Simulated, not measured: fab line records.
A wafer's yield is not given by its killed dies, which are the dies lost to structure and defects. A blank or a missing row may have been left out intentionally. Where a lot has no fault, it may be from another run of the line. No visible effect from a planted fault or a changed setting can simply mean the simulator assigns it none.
Split-lot trial / flow berkeley_cmos170 / on a route of 331 steps: 5 lots, 23 wafers read

== THE SPLIT ==
At UCB170_NVT_COAT_01 (resist thk 900 nm), the setting spin_rpm was moved away from the recipe's 1500 rpm on 4 of the 23 wafers read, by -6.9% to +3.7%. For the rest of the wafers, this setting stayed at what the recipe calls for.

The split's own step is where the reading is taken.

== THE READING ==
KrF_of_NVT_COAT_01.thk_nm (the simulator's own value, which no gauge read), in nm, at UCB170_NVT_COAT_01 (resist thk 900 nm). No usual value for it is given in the file. Across the 19 wafers here that went through the recipe, the average is 899.7 nm and the standard deviation 2.7 nm.

wafer=L074.1; tool, chamber at the split=litho_track-02, 0; spin_rpm as run, rpm=1500; against the recipe=recipe; KrF_of_NVT_COAT_01.thk_nm, nm=902.9; against lot-mates on the recipe=-
wafer=L074.2; tool, chamber at the split=litho_track-02, 0; spin_rpm as run, rpm=1556; against the recipe=+3.7%; KrF_of_NVT_COAT_01.thk_nm, nm=883.4; against lot-mates on the recipe=-18.9
wafer=L074.3; tool, chamber at the split=litho_track-02, 0; spin_rpm as run, rpm=1500; against the recipe=recipe; KrF_of_NVT_COAT_01.thk_nm, nm=900; against lot-mates on the recipe=-
wafer=L074.4; tool, chamber at the split=litho_track-02, 0; spin_rpm as run, rpm=1500; against the recipe=recipe; KrF_of_NVT_COAT_01.thk_nm, nm=904.1; against lot-mates on the recipe=-
wafer=L074.5; tool, chamber at the split=litho_track-02, 0; spin_rpm as run, rpm=1556; against the recipe=+3.7%; KrF_of_NVT_COAT_01.thk_nm, nm=885.4; against lot-mates on the recipe=-16.9
wafer=L076.2; tool, chamber at the split=litho_track-01, 0; spin_rpm as run, rpm=1500; against the recipe=recipe; KrF_of_NVT_COAT_01.thk_nm, nm=899.2; against lot-mates on the recipe=-
wafer=L076.3; tool, chamber at the split=litho_track-01, 0; spin_rpm as run, rpm=1500; against the recipe=recipe; KrF_of_NVT_COAT_01.thk_nm, nm=900.5; against lot-mates on the recipe=-
wafer=L076.4; tool, chamber at the split=litho_track-01, 0; spin_rpm as run, rpm=1500; against the recipe=recipe; KrF_of_NVT_COAT_01.thk_nm, nm=902.8; against lot-mates on the recipe=-
wafer=L076.5; tool, chamber at the split=litho_track-01, 0; spin_rpm as run, rpm=1500; against the recipe=recipe; KrF_of_NVT_COAT_01.thk_nm, nm=902.1; against lot-mates on the recipe=-
wafer=L076.6; tool, chamber at the split=litho_track-01, 0; spin_rpm as run, rpm=1500; against the recipe=recipe; KrF_of_NVT_COAT_01.thk_nm, nm=902.3; against lot-mates on the recipe=-
wafer=L077.1; tool, chamber at the split=litho_track-01, 0; spin_rpm as run, rpm=1500; against the recipe=recipe; KrF_of_NVT_COAT_01.thk_nm, nm=901.2; against lot-mates on the recipe=-
wafer=L077.2; tool, chamber at the split=litho_track-01, 0; spin_rpm as run, rpm=1500; against the recipe=recipe; KrF_of_NVT_COAT_01.thk_nm, nm=900.2; against lot-mates on the recipe=-
wafer=L077.4; tool, chamber at the split=litho_track-01, 0; spin_rpm as run, rpm=1500; against the recipe=recipe; KrF_of_NVT_COAT_01.thk_nm, nm=900.7; against lot-mates on the recipe=-
wafer=L077.5; tool, chamber at the split=litho_track-01, 0; spin_rpm as run, rpm=1500; against the recipe=recipe; KrF_of_NVT_COAT_01.thk_nm, nm=900.4; against lot-mates on the recipe=-
wafer=L077.6; tool, chamber at the split=litho_track-01, 0; spin_rpm as run, rpm=1500; against the recipe=recipe; KrF_of_NVT_COAT_01.thk_nm, nm=900.5; against lot-mates on the recipe=-
wafer=L080.1; tool, chamber at the split=litho_track-02, 0; spin_rpm as run, rpm=1500; against the recipe=recipe; KrF_of_NVT_COAT_01.thk_nm, nm=894.4; against lot-mates on the recipe=-
wafer=L080.2; tool, chamber at the split=litho_track-02, 0; spin_rpm as run, rpm=1397; against the recipe=-6.9%; KrF_of_NVT_COAT_01.thk_nm, nm=931.1; against lot-mates on the recipe=+35.0
wafer=L080.3; tool, chamber at the split=litho_track-02, 0; spin_rpm as run, rpm=1500; against the recipe=recipe; KrF_of_NVT_COAT_01.thk_nm, nm=897; against lot-mates on the recipe=-
wafer=L080.4; tool, chamber at the split=litho_track-02, 0; spin_rpm as run, rpm=1397; against the recipe=-6.9%; KrF_of_NVT_COAT_01.thk_nm, nm=929.3; against lot-mates on the recipe=+33.2
wafer=L080.5; tool, chamber at the split=litho_track-02, 0; spin_rpm as run, rpm=1500; against the recipe=recipe; KrF_of_NVT_COAT_01.thk_nm, nm=896.8; against lot-mates on the recipe=-
wafer=L083.2; tool, chamber at the split=litho_track-02, 0; spin_rpm as run, rpm=1500; against the recipe=recipe; KrF_of_NVT_COAT_01.thk_nm, nm=896; against lot-mates on the recipe=-
wafer=L083.4; tool, chamber at the split=litho_track-02, 0; spin_rpm as run, rpm=1500; against the recipe=recipe; KrF_of_NVT_COAT_01.thk_nm, nm=897.6; against lot-mates on the recipe=-
wafer=L083.5; tool, chamber at the split=litho_track-02, 0; spin_rpm as run, rpm=1500; against the recipe=recipe; KrF_of_NVT_COAT_01.thk_nm, nm=895.5; against lot-mates on the recipe=-

FIT RESULTS
A straight line over all 23 wafers: KrF_of_NVT_COAT_01.thk_nm changes by -4.36 nm for each +1% of spin_rpm; r = -0.97; the points scatter about the line by 2.6 nm.
The same after taking each lot's own level away (the mean of its wafers on the recipe; 23 wafers): -4.93 nm for each +1%; r = -1.00; scatter 1.2 nm.
According to that fit, moving spin_rpm by its largest amount changes the reading by 34 nm.
The span of the lots' own levels, 896.07 to 902.33 nm, comes to 2.3 times the standard deviation stated above.
So the lot-to-lot level changes the slope: the two fits differ.
Check: for one of the wafers moved furthest among these (-6.9%), held out of the fit, the line's prediction against its lot-mates is +33.2 nm. Against them it came out at +35 nm.

== THE OTHER SPLITS THESE WAFERS WENT THROUGH ==
Other splits were also applied to these wafers ahead of the reading. Each is held against what the fit with the lots' levels taken away leaves over:
other split on the same wafers=UCB170_START_OXIDATION_02 temp_c; wafers away from the commonest value=15; r with KrF_of_NVT_COAT_01.thk_nm (lot level and that fit taken away)=+0.04
other split on the same wafers=UCB170_ZERO_COAT_01 resist_thk_nm; wafers away from the commonest value=7; r with KrF_of_NVT_COAT_01.thk_nm (lot level and that fit taken away)=+0.03
other split on the same wafers=UCB170_PWELL_OXIDATION_02 temp_c; wafers away from the commonest value=10; r with KrF_of_NVT_COAT_01.thk_nm (lot level and that fit taken away)=-0.05
other split on the same wafers=UCB170_ACTIVE_COAT_08 resist_thk_nm; wafers away from the commonest value=8; r with KrF_of_NVT_COAT_01.thk_nm (lot level and that fit taken away)=-0.13
other split on the same wafers=UCB170_PFIELD_IMPLANT_07 dose_cm2; wafers away from the commonest value=11; r with KrF_of_NVT_COAT_01.thk_nm (lot level and that fit taken away)=-0.05
other split on the same wafers=UCB170_SCREENOX_OXIDATION_01 ox_time_s; wafers away from the commonest value=10; r with KrF_of_NVT_COAT_01.thk_nm (lot level and that fit taken away)=+0.00

== THE WHOLE CHAIN: every reading that the file lists as answering this split, in the file's order ==
step=UCB170_NVT_COAT_01; what it does=resist thk 900 nm; reading=KrF_of_NVT_COAT_01.thk_nm (the simulator's own value, which no gauge read); change (the file's fit)=-4.93 nm for each +1% of the setting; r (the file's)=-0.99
step=UCB170_NVT_STRIP_08; what it does=strips in O2; reading=strip_time_to_endpoint_s; change (the file's fit)=withheld for each +1% of the setting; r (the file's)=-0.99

== THE FILE'S OWN FIT ==
KrF_of_NVT_COAT_01.thk_nm changes by -4.93 nm for each +1% of spin_rpm, r = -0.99.
